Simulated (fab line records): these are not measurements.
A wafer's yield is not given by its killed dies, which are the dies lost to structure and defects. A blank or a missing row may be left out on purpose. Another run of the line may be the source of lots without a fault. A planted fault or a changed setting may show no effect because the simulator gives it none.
Code-filled problem report in 8D (eight disciplines) form / flow rit_cmos / the parts of the form that need people (team, actions taken, sign-off) are left out

== 1. THE PROBLEM ==
Wafers free of any fault read 24.9 nm (standard deviation 0.49) for REOX_OXIDE_THK at RIT_REOX_THK_MEAS_04, against a mean of 27.9 nm on 9 wafers of 3 lots. Measured from the usual mean, that is +6.1 standard deviations.
Earliest sighting: wafer L703.1 on film_metro-03 at day 5 20:49. The record has a number at this step for 39 wafers belonging to 13 lots. Rule for "out", or "out of limits": more than 4 standard deviations from the usual mean. All remaining wafers that have a number are taken as sound.

== 2. WHAT THIS IS AND IS NOT ==
question=which readings at this step | is=REOX_OXIDE_THK | is not=-
question=which lots | is=L703, L704, L706 | is not=L689, L690, L691, L692, L693, L694, L696, L707, L708, L709
question=which wafers of those lots | is=all that have a number | is not=-
question=read on which gauges | is=film_metro-03, film_metro-04 | is not=film_metro-01
question=when | is=from day 5 20:49 | is not=up to then (21 sound wafers); but 9 sound wafers of L707, L708, L709 came after

== 3. THE SUSPECTS, EACH WITH WHAT RULES IT OUT ==
Counting: any tool at a process step up to the reading is kept as a suspect provided that every lot that is out went through it and no sound lot did after the first of them.
- the gauge at RIT_REOX_THK_MEAS_04 has been ruled out. The wafers that are out were read on 2 gauges (film_metro-03, film_metro-04).
- furnace-02 at RIT_REOX_OXIDATION_03 (target thk 25.2 nm, ox time 5580 s): kept. All lots that are out passed through it, beginning with L703 at day 5 18:16, and no sound lot followed; its final sound lot before that point was L696 at day 4 01:29.
Left after counting: furnace-02 at RIT_REOX_OXIDATION_03.

== 4. THE CAUSE (what the simulator had put in) ==
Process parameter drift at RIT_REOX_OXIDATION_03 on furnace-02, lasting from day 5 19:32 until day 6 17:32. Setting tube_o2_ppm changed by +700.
Only this tool survived the counting.

== 5. THE CHAIN OF EFFECTS, in route order ==
Each row: a reading where the mean over the struck wafers with a number is more than 3 standard deviations away from the usual. Only readings whose record carries a usual standard deviation are examined. hours: median over the lots of the time between each lot's start at the first step of this table that gives one and its start at this step. sigmas: the change, counted in usual standard deviations.
hours=0; step=RIT_REOX_THK_MEAS_04; reading=REOX_OXIDE_THK; usual=24.9 nm; on struck wafers=27.9; change=+3.0; sigmas=+6.1

== 6. HOW IT WOULD HAVE BEEN CAUGHT EARLIER ==
In this record the first reading out of limits at a measuring or inspecting step was taken at day 5 20:49, 1 hour after the fault began at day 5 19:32.
Of the tool readings at RIT_REOX_OXIDATION_03 for which the record gives a usual standard deviation, none was out on any struck wafer, so an alarm limit of 4 standard deviations on them would not have fired.
Lots out: 3; of these, L706 started RIT_REOX_OXIDATION_03 on furnace-02 after day 5 20:49. A tool hold placed at that time would have kept it from harm.
